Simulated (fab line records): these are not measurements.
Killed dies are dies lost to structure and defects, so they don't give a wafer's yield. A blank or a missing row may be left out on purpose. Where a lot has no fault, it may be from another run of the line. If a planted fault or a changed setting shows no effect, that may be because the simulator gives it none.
fab line records | flow berkeley-cmos170
record: lots: 14 wafers: 42 last-day: 13
route steps=331 shown NWELL@30 ACTIVE@75 PFIELD@83
lots untouched by any fault: they come from a run of this same line in which no faults occurred
start-h: start of the lot's first displayed wafer, in hours after the record's first day | wait-h: hours from the lot's prior step to this one | " as in the row above | L1.1+2: one row covering several wafers at once | - no value present, or no start provided | * or withheld: withheld | < > ~ a bound
route shown NAME@n: NAME is a module with steps in the file, n the number in the route of the first one | usual: mean/standard deviation of fault-free wafers | same: alike in all rows | chamber/n: place in a boat | sites: readings site by site | _std_site: the values' standard deviation | _edge_site: the outer-site mean with the inner-site mean subtracted | radius-mm: how far each site lies from the wafer's centre | mask NAME#n: copy n | behind: the last tool/chamber to shape the wafer | hold: why the lot went on hold/how many hours it stayed there/how the hold came to an end | device: transistor that didn't switch, given as n, p or np | end of line: the tests these same wafers got at the end of their route | where a step has no rows: the recipe by itself | killed: not the wafer's yield, but the dies lost to structure and defects at the first sort | map: a wafer's dies, x killed, . not, _ none there
set.NAME: the setting that was run; set.NAME@STEP: the one run at that earlier step | model.NAME: the simulator's own value behind a step, which no gauge read
a sample of lots followed through the steps of the route, with each step as a table and each wafer as a row
services: the hour from which a tool's chamber was out of use, counted from the record's first day as start-h (under 0 if before that day), plus the number of hours and why
== steps ==
step: UCB170_NWELL_TW_MEAS_16
usual: NWELL_TW: 1252/8.6
columns lot.wafer tool chamber start-h wait-h NWELL_TW
L618.2 film-metro-02 - 34.92 0.1 1249
L618.4 " - " " 1251
L618.6 " - " " 1253
L620.1 film-metro-04 - 44.30 0.1 1244
L620.2 " - " " 1249
L620.6 " - " " 1248
L621.2 film-metro-04 - 51.33 0.1 1250
L621.3 " - " " 1247
L621.5 " - " " 1239
L622.3 film-metro-02 - 60.43 0.1 1259
L622.5 " - " " 1248
L622.6 " - " " 1248
L624.1 film-metro-03 - 68.66 0.1 1253
L624.2 " - " " 1257
L624.3 " - " " 1250
L625.1 film-metro-03 - 73.04 0.1 1259
L625.4 " - " " 1272
L625.6 " - " " 1267
L627.2 film-metro-03 - 86.47 0.1 1263
L627.4 " - " " 1260
L627.6 " - " " 1265
L633.1 film-metro-03 - 111.81 0.1 1249
L633.3 " - " " 1255
L633.6 " - " " 1252
L635.2 film-metro-02 - 118.11 0.1 1234
L635.4 " - " " 1237
L635.6 " - " " 1239
L636.1 film-metro-04 - 128.34 0.1 1248
L636.4 " - " " 1250
L636.5 " - " " 1247
L637.2 film-metro-04 - 136.68 0.1 1254
L637.3 " - " " 1250
L637.6 " - " " 1247
L639.1 film-metro-04 - 143.25 0.1 1252
L639.3 " - " " 1251
L639.6 " - " " 1245
L641.3 film-metro-03 - 148.95 0.1 1256
L641.4 " - " " 1263
L641.5 " - " " 1266
L640.1 film-metro-04 - 148.96 0.1 1258
L640.5 " - " " 1256
L640.6 " - " " 1259
step: UCB170_ACTIVE_ETCH_15
recipe: chemistry: CH3F/Ar/O2 target: Si3N4 stop-on: SiO2 CH3F_flow_sccm: 20 Ar_flow_sccm: 50 O2_flow_sccm: 7 pressure-mtorr: 50 rf-w: 450 target-depth-a: 2420 over-etch-frac: 0.1 time-s: 151
usual: drypump-motor-current-A: 5.7/0.32 oes-product-au: 0.946/0.019 throttle-valve-pct: 8.06/0.17
same: over-etch-frac: 0.1
columns lot.wafer tool chamber start-h wait-h drypump-motor-current-A oes-product-au rf-hours-counter-h throttle-valve-pct
L618.2 rie-diel-01 0 92.56 0.0 6.0 0.933 124 8.30
L618.4 " 3 " " 5.8 0.960 157 8.09
L618.6 " 2 " " 6.3 0.933 - 7.97
L620.1 rie-diel-04 1 96.11 0.0 5.5 0.951 146 8.15
L620.2 " 0 " " 5.7 0.909 128 8.25
L620.6 " 0 " " 5.7 0.913 - 8.27
L621.2 rie-diel-01 1 105.24 0.0 6.2 0.959 23 7.92
L621.3 " 2 " " 6.2 0.924 6 7.99
L621.5 " 3 " " 5.8 0.966 - 8.09
L622.3 rie-diel-03 2 114.91 0.0 5.5 0.958 127 7.86
L622.5 " 0 " " 5.0 0.936 - 8.23
L622.6 " 2 " " 5.6 0.954 - 7.87
L624.1 rie-diel-04 3 126.29 0.0 5.8 0.962 113 8.30
L624.2 " 2 " " 5.9 0.973 15 7.86
L624.3 " 0 " " 5.7 0.919 130 8.25
L625.1 rie-diel-03 2 126.29 0.0 5.5 0.967 128 7.86
L625.4 " 0 " " 5.0 0.930 51 8.21
L625.6 " 2 " " 5.5 0.946 - 7.84
L627.2 rie-diel-01 3 146.40 0.0 5.8 0.951 0 8.11
L627.4 " 2 " " 6.3 0.938 - 7.98
L627.6 " 3 " " 5.8 0.946 - 8.11
L633.1 rie-diel-01 1 162.20 0.0 6.3 0.957 25 7.92
L633.3 " 3 " " 5.8 0.945 1 8.12
L633.6 " 2 " " 6.3 0.929 - 7.99
L635.2 rie-diel-03 0 174.42 0.0 5.0 0.925 53 8.21
L635.4 " 1 " " 5.6 0.938 110 8.03
L635.6 " 1 " " 5.7 0.945 - 8.03
L636.1 rie-diel-03 3 182.88 0.0 5.6 0.960 76 7.85
L636.4 " 0 " " 5.0 0.934 54 8.20
L636.5 " 2 " " 5.5 0.946 - 7.85
L637.2 rie-diel-01 1 188.50 0.0 6.2 0.965 26 7.92
L637.3 " 3 " " 5.8 0.958 2 8.11
L637.6 " 0 " " 6.0 0.936 - 8.30
L639.1 rie-diel-03 3 206.58 0.0 5.6 0.950 77 7.85
L639.3 " 0 " " 5.1 0.920 54 8.22
L639.6 " 1 " " 5.6 0.945 - 8.02
L640.1 rie-diel-04 0 221.41 0.0 5.7 0.898 133 8.25
L640.5 " 2 " " 5.9 0.961 - 7.88
L640.6 " 0 " " 5.7 0.897 - 8.26
L641.3 rie-diel-03 2 222.10 0.0 5.5 0.956 133 7.86
L641.4 " 0 " " 5.0 0.929 55 8.21
L641.5 " 3 " " 5.6 0.966 - 7.84
step: UCB170_PFIELD_PEB_04
recipe: peb-temp-c: 130 peb-time-s: withheld resist: KrF
usual: chill-plate-temp-C: 22.99/0.1 exhaust-pa: 45.4/0.84
columns lot.wafer tool chamber start-h wait-h chill-plate-temp-C exhaust-pa
L618.2 litho-track-02 0 93.84 0.1 23.06 45.9
L618.4 " 0 " " 23.10 46.2
L618.6 " 0 " " 22.95 46.2
L620.1 litho-track-02 0 99.02 0.4 23.06 45.7
L620.2 " 0 " " 23.04 46.2
L620.6 " 0 " " 22.81 45.6
L621.2 litho-track-01 0 106.32 0.1 23.14 44.7
L621.3 " 0 " " 23.26 44.8
L621.5 " 0 " " 23.00 44.1
L622.3 litho-track-02 0 118.15 0.7 23.14 45.2
L622.5 " 0 " " 23.09 45.4
L622.6 " 0 " " 23.01 46.9
L624.1 litho-track-01 - 127.97 0.1 - -
L624.2 " - " " - -
L624.3 " - " " - -
L625.1 litho-track-02 - 128.21 0.1 - -
L625.4 " - " " - -
L625.6 " - " " - -
L627.2 litho-track-02 0 148.10 0.5 23.05 45.8
L627.4 " 0 " " 23.06 45.6
L627.6 " 0 " " 23.03 46.3
L633.1 litho-track-01 0 163.47 0.2 22.97 46.4
L633.3 " 0 " " 23.17 45.5
L633.6 " 0 " " 23.13 45.5
L635.2 litho-track-01 0 176.18 0.3 23.10 45.1
L635.4 " 0 " " 22.97 44.5
L635.6 " 0 " " 23.05 45.6
L636.1 litho-track-01 0 184.86 0.6 23.02 46.1
L636.4 " 0 " " 23.09 46.2
L636.5 " 0 " " 23.05 45.2
L637.2 litho-track-01 0 190.14 0.1 22.94 45.9
L637.3 " 0 " " 22.90 45.7
L637.6 " 0 " " 22.79 44.9
L639.1 litho-track-02 0 207.64 0.1 23.06 44.5
L639.3 " 0 " " 23.08 45.3
L639.6 " 0 " " 23.07 44.4
L640.1 litho-track-01 0 223.42 0.3 22.91 45.9
L640.5 " 0 " " 22.85 46.1
L640.6 " 0 " " 23.09 44.8
L641.3 litho-track-02 0 223.72 0.1 22.99 46.6
L641.4 " 0 " " 22.80 45.8
L641.5 " 0 " " 23.07 45.2
step: UCB170_PFIELD_OVL_MEAS_06
usual: PFIELD_OVL: -2/5.2
columns lot.wafer tool chamber start-h wait-h PFIELD_OVL[nm]
L618.2 overlay-01 - 94.10 - -3
L618.4 " - " " -15
L618.6 " - " " -7
L620.1 overlay-01 - 99.30 - 9
L620.2 " - " " -7
L620.6 " - " " -1
L621.2 overlay-01 - 106.58 - -5
L621.3 " - " " -6
L621.5 " - " " -1
L622.3 overlay-01 - 118.39 - -3
L622.5 " - " " 3
L622.6 " - " " -4
L624.1 overlay-01 - 128.24 - -
L624.2 " - " " -
L624.3 " - " " -
L625.1 overlay-02 - 128.48 - -
L625.4 " - " " -
L625.6 " - " " -
L627.2 overlay-01 - 148.36 - -3
L627.4 " - " " -3
L627.6 " - " " -8
L633.1 overlay-01 - 163.74 - -5
L633.3 " - " " -7
L633.6 " - " " 1
L635.2 overlay-02 - 176.44 - -6
L635.4 " - " " -3
L635.6 " - " " -6
L636.1 overlay-01 - 185.14 - -13
L636.4 " - " " -13
L636.5 " - " " -7
L637.2 overlay-02 - 190.39 - -3
L637.3 " - " " 1
L637.6 " - " " -7
L639.1 overlay-01 - 207.92 - -1
L639.3 " - " " -5
L639.6 " - " " 2
L640.1 overlay-01 - 223.70 - -6
L640.5 " - " " -1
L640.6 " - " " -3
L641.3 overlay-01 - 223.96 - -3
L641.4 " - " " -5
L641.5 " - " " 1
== services ==
columns tool chamber start-h hours kind
rie-diel-03 3 75.80 8.5 repair
rie-diel-03 2 79.49 1.8 repair
rie-diel-03 1 107.77 9.3 repair
rie-diel-01 3 112.40 - clean
rie-diel-01 3 112.40 27.7 scheduled-down
rie-diel-01 3 112.40 27.7 vent-cycle
rie-diel-01 - 123.85 2.8 pm
rie-diel-01 0 138.25 9.6 repair
rie-diel-04 - 147.09 1.4 repair
rie-diel-04 1 148.10 35.6 repair
rie-diel-04 0 171.99 34.5 repair
rie-diel-03 1 195.41 6.4 repair
rie-diel-04 1 206.47 - clean
rie-diel-04 1 206.47 18.2 scheduled-down
rie-diel-04 1 206.47 18.2 vent-cycle
rie-diel-01 3 219.54 2.0 repair
rie-diel-04 3 219.85 9.1 repair
== key ==
first-sign: step: UCB170_PFIELD_PEB_04 reading: tool-record direction: missing
effect none on later readings
met-at UCB170_PFIELD_PEB_04
struck-lots L624,L625
sort-left-out L624.1,L624.2,L624.3,L625.1,L625.4,L625.6
tester-left-out L624,L625
not-acting-at UCB170_NWELL_TW_MEAS_16,UCB170_ACTIVE_ETCH_15,UCB170_PFIELD_OVL_MEAS_06
onset-between 118.15 127.97
fault: kind: skipped-step-whole tool: litho-track-01,litho-track-02 chamber: - onset-h: 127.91 steps: UCB170_PFIELD_PEB_04 scope: struck-lots-only
tester-left-out: of these lots the tester's yield and bins aren't shown, on N5 and GAA mostly nor the transistor test; their killed dies are dies lost to structure and defects alone, not to doping, threshold or leakage, so they don't give the yield
sort-left-out: the simulated sort isn't trusted on such a fault, so these wafers' sort isn't shown, and their yield isn't known
